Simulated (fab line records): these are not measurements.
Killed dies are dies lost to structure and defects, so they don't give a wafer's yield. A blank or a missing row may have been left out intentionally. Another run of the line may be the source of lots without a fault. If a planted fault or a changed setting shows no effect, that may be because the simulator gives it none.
A lot that was struck, set against a sound lot | flow berkeley_cmos170 | 26 steps out of a route of 331
Sound: the wafers L334.1, L334.2, L334.3. Struck: wafer L340.1. (L340.2, L340.4 of the same lot were not struck and are left out.) The cause comes at the end.
Each step with rows lists, per side, the tool, then ch with its chambers, then its first start. Under that, the readings that differ: sound wafers | struck wafers | difference of the means | sigmas: that difference in standard deviations of wafers without a fault.
alike: same words and numbers on both sides, and readings whose means sit less than 2 such deviations apart. not compared: any withheld reading, any reading some wafer has no value for, any bound like >300 that may hide the same value, and any number with overlapping values for which the record gives no deviation.
A row with sigmas, a row that says differs or no value, or rows on one side alone: a step with any of these is where the two part. Numbers that don't overlap but have no deviation are shown without sigmas and don't part them. Lack of a reading on every wafer of one side parts them only where that side has two or more wafers.

first, 4 steps without rows for these wafers: UCB170_M2_SOFTBAKE_11 (time 60 s); UCB170_M2_EXPOSE_12 (exposes mask METAL2, target cd 700 nm); UCB170_M2_PEB_13; UCB170_M2_DEVELOP_14 (develop time 45 s).
UCB170_M2_CD_MEAS_15: the cd target is 700 nm.
  sound on cd_sem-01 at day 7 19:57; struck on cd_sem-01 at day 9 16:58
  alike: cd_nm
UCB170_M2_OVL_MEAS_16:
  sound on overlay-01 at day 7 20:04; struck on overlay-02 at day 9 17:05
  alike: M2_OVL
UCB170_M2_ETCH_17: etches BARC in N2/H2.
  sound on rie_diel-03 ch 0,1,3, day 7 20:06; struck on rie_diel-01 ch 2, day 9 17:07
  alike: drypump_motor_current_A, oes_product_au, throttle_valve_pct
UCB170_M2_METAL_ETCH_18: etches Al in Cl2/BCl3, stops on SiO2, target depth 1170 nm, time 195 s.
  sound on rie_metal-04 ch 0,1, day 7 20:09; struck on rie_metal-02 ch 1, day 9 17:10
  reading               | sound             | struck | difference | sigmas
  oes_product_au (a.u.) | 0.828 0.841 0.832 | 0.873  | +0.039     | +2
  alike: drypump_motor_current_A, throttle_valve_pct
  not compared: rf_hours_counter_h
UCB170_M2_STRIP_19: strips in O2.
  sound on plasma_asher-04 ch 0,1, day 7 20:20; struck on plasma_asher-01 ch 0, day 9 17:21
  reading             | sound             | struck | difference | sigmas
  o2_flow_sccm (sccm) | 401.6 399.4 400.5 | 403.5  | +3.0       | +2
  alike: drypump_motor_current_A, oes_product_au
  not compared: rf_hours_counter_h
UCB170_M2_CD_MEAS_90: the cd target is 700 nm.
  sound on cd_sem-02 at day 7 20:26; struck on cd_sem-02 at day 9 17:27
  reading    | sound       | struck | difference | sigmas
  cd_nm (nm) | 698 695 698 | 708    | +11        | +3
UCB170_V2_CVD_00: deposits SiO2 from TEOS/O2, target thk 2000 nm, time 250 s.
  sound on pecvd-03 ch 0,1,2, day 7 20:33; struck on pecvd-04 ch 0, day 9 17:34
  alike: heater_power_w
UCB170_V2_THK_MEAS_01:
  sound on film_metro-03 at day 7 20:43; struck on film_metro-03 at day 9 17:43
  alike: V2_TEOS_THK
UCB170_V2_CMP_02: polishes SiO2.
  sound on cmp-01 ch 0,2,3, day 7 20:46; struck on cmp-01 ch 0, day 9 17:47
  reading                             | sound          | struck | difference | sigmas
  model.SiO2_of_V2_CVD_00.thk_nm (nm) | 1001 1002 1001 | 1338   | +337       |
  alike: motor_current_A
UCB170_V2_BOW_MEAS_03:
  sound on film_metro-04 at day 7 21:04; struck on film_metro-04 at day 9 18:05
  alike: V2_BOW
UCB170_V2_THK_MEAS_04:
  sound on film_metro-04 at day 7 21:11; struck on film_metro-04 at day 9 18:12
  reading              | sound                | struck | difference | sigmas
  V2_POLISHED_THK (nm) | 1002.0 1001.6 1000.6 | 1338.7 | +337.3     | +99 or more
then, 7 steps without rows for these wafers: UCB170_V2_CLEAN_05 (cleans in DIW); UCB170_V2_HMDS_06 (prime time 60 s); UCB170_V2_COAT_07 (resist thk 900 nm); UCB170_V2_SOFTBAKE_08 (time 60 s); UCB170_V2_EXPOSE_09 (exposes mask VIA2, target cd 700 nm); UCB170_V2_PEB_10; UCB170_V2_DEVELOP_11 (develop time 45 s).
UCB170_V2_CD_MEAS_12: the cd target is 700 nm.
  sound on cd_sem-02 at day 7 22:16; struck on cd_sem-02 at day 9 19:55
  alike: cd_nm
UCB170_V2_OVL_MEAS_13:
  sound on overlay-02 at day 7 22:23; struck on overlay-01 at day 9 20:02
  reading     | sound    | struck | difference | sigmas
  V2_OVL (nm) | -5 -3 -9 | 6      | +12        | +2
UCB170_V2_ETCH_14: etches SiO2 in CHF3/CF4/Ar, stops on Al, target depth 1250 nm, time 291 s.
  sound on rie_diel-04 ch 1,2,3, day 7 22:25; struck on rie_diel-01 ch 0, day 9 20:04
  reading                        | sound             | struck | difference | sigmas
  oes_product_au (a.u.)          | 0.873 0.893 0.900 | 1.018  | +0.129     | +9
  model.etch.depth_nm (nm)       | 1001 1002 1001    | 1282   | +281       |
  model.V2.feature_depth_nm (nm) | 1001 1002 1001    | 1282   | +281       |
  alike: CHF3_flow_sccm, drypump_motor_current_A, throttle_valve_pct
  not compared: rf_hours_counter_h
UCB170_V2_STRIP_15: strips in O2.
  sound on plasma_asher-04 ch 0,1, day 7 22:36; struck on plasma_asher-01 ch 0, day 9 20:14
  alike: drypump_motor_current_A, o2_flow_sccm, oes_product_au, strip_time_to_endpoint_s
  not compared: rf_hours_counter_h

== WHERE THEY PART ==
Earliest at UCB170_M2_METAL_ETCH_18; latest, in this record, at UCB170_V2_ETCH_14. Later steps at which nothing parts them and some readings are alike: UCB170_V2_STRIP_15.

WHY: what had been put in by the simulator
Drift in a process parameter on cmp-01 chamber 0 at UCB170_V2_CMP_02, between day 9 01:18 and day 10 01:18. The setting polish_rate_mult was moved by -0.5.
